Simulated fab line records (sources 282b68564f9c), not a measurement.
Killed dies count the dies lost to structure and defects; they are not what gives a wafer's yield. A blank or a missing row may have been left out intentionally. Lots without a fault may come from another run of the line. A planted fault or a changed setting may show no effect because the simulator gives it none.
8D (eight disciplines) problem report, filled in by code + flow rit-cmos + the parts of the form that need people (team, actions taken, sign-off) are left out

## 1. THE ISSUE
M1_AL_RS at RIT_M1_RS_MEAS_01 reads a mean of 0.0468 ohm/sq on 1 wafer of 1 lot; wafers without a fault read 0.0732 ohm/sq with a standard deviation of 0.00077. Relative to the usual mean, that is a shift of -34 standard deviations.
The step: measures by four-point-probe.
First seen on wafer L825.1, day 5 01:54, on film-metro-03. At this step, 36 wafers from 12 lots have a number in the record. Rule for "out" (also "out of limits"): further than 4 standard deviations from the usual mean. All remaining wafers that have a number are taken as sound.

## 2. WHAT THIS IS AND IS NOT
| question                    | is               | is not                                                                                       |
|-----------------------------|------------------|----------------------------------------------------------------------------------------------|
| which readings at this step | M1_AL_RS         | -                                                                                            |
| which lots                  | L825             | L817, L818, L819, L820, L821, L822, L826, L834, L836, L838, L840                             |
| which wafers of those lots  | L825.1           | L825.2, L825.3                                                                               |
| read on which gauges        | film-metro-03    | film-metro-02, film-metro-04                                                                 |
| when                        | from day 5 01:54 | up to then (20 sound wafers); but 15 sound wafers of L826, L834, L836, L838, L840 came after |

## 3. THE SUSPECTS, EACH WITH WHAT RULES IT OUT
Counting: any tool at a process step up to the reading remains a suspect provided it ran every lot that is out. Sound lots after the first of them don't rule it out here, since some wafers of a struck lot are sound.
- the gauge at RIT_M1_RS_MEAS_01: ruled out. All the wafers that are out were read on film-metro-03, but those of them that RIT_M1_SPUTTER_00 has rows for are out there too, on other tools.
- pvd-sputter-01 at RIT_M1_SPUTTER_00 (material Al, target thk 400 nm, time 500 s): kept. The lot that is out, L825, ran on it at day 5 01:37; the last sound lot it ran before that was L821, at day 4 03:34. Its own readings are out on those wafers: cathode-dc-power-W.
The count leaves pvd-sputter-01 at RIT_M1_SPUTTER_00.

## 4. THE CAUSE (what the simulator had put in)
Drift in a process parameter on pvd-sputter-01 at RIT_M1_SPUTTER_00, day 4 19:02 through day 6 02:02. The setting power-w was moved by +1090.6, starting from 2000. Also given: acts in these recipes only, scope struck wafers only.
This tool alone remained once counting was done.

## 5. THE EFFECT CHAIN, in route order
Each row: a reading where the mean over the struck wafers with a number is more than 3 standard deviations away from the usual. Readings are gone through only where the record gives a usual standard deviation; hours: the median, over the lots, of the time from a lot's start at the first step in this table giving one to that lot's start at this step; sigmas: the change measured in usual standard deviations.
| hours | step                 | reading            | usual         | on struck wafers | change  | sigmas      |
|-------|----------------------|--------------------|---------------|------------------|---------|-------------|
| 0     | RIT_M1_SPUTTER_00    | cathode-dc-power-W | 2000.0 W      | 3090.4           | +1090.4 | +99 or more |
| 0     | RIT_M1_RS_MEAS_01    | M1_AL_RS           | 0.0732 ohm/sq | 0.0468           | -0.0264 | -34         |
| 0     | RIT_M1_THK_MEAS_02   | M1_AL_THK          | 402 nm        | 624              | +222    | +47         |
| 2     | RIT_M1_METAL_ETCH_12 | oes-product-au     | 0.777 a.u.    | 1.016            | +0.239  | +22         |
Its process steps:
- RIT_M1_SPUTTER_00: material Al, target thk 400 nm, time 500 s.
- RIT_M1_METAL_ETCH_12: etches Al in Cl2/BCl3, stops on SiO2, time 165 s, target depth 600 nm.

## 6. WHAT WOULD HAVE CAUGHT IT SOONER
Counted from the fault's start at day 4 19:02, it took 7 hours until the first out-of-limits reading at a measuring or inspecting step in this record, taken at day 5 01:54.
The tool's own readings at RIT_M1_SPUTTER_00 were out on every struck wafer that the step has a row for (cathode-dc-power-W): an alarm limit on them would have fired on the first of those.
Each of the lots that are out, 1 in all, had begun RIT_M1_SPUTTER_00 on pvd-sputter-01 no later than day 5 01:54. None of them would have been spared by holding the tool at that moment.
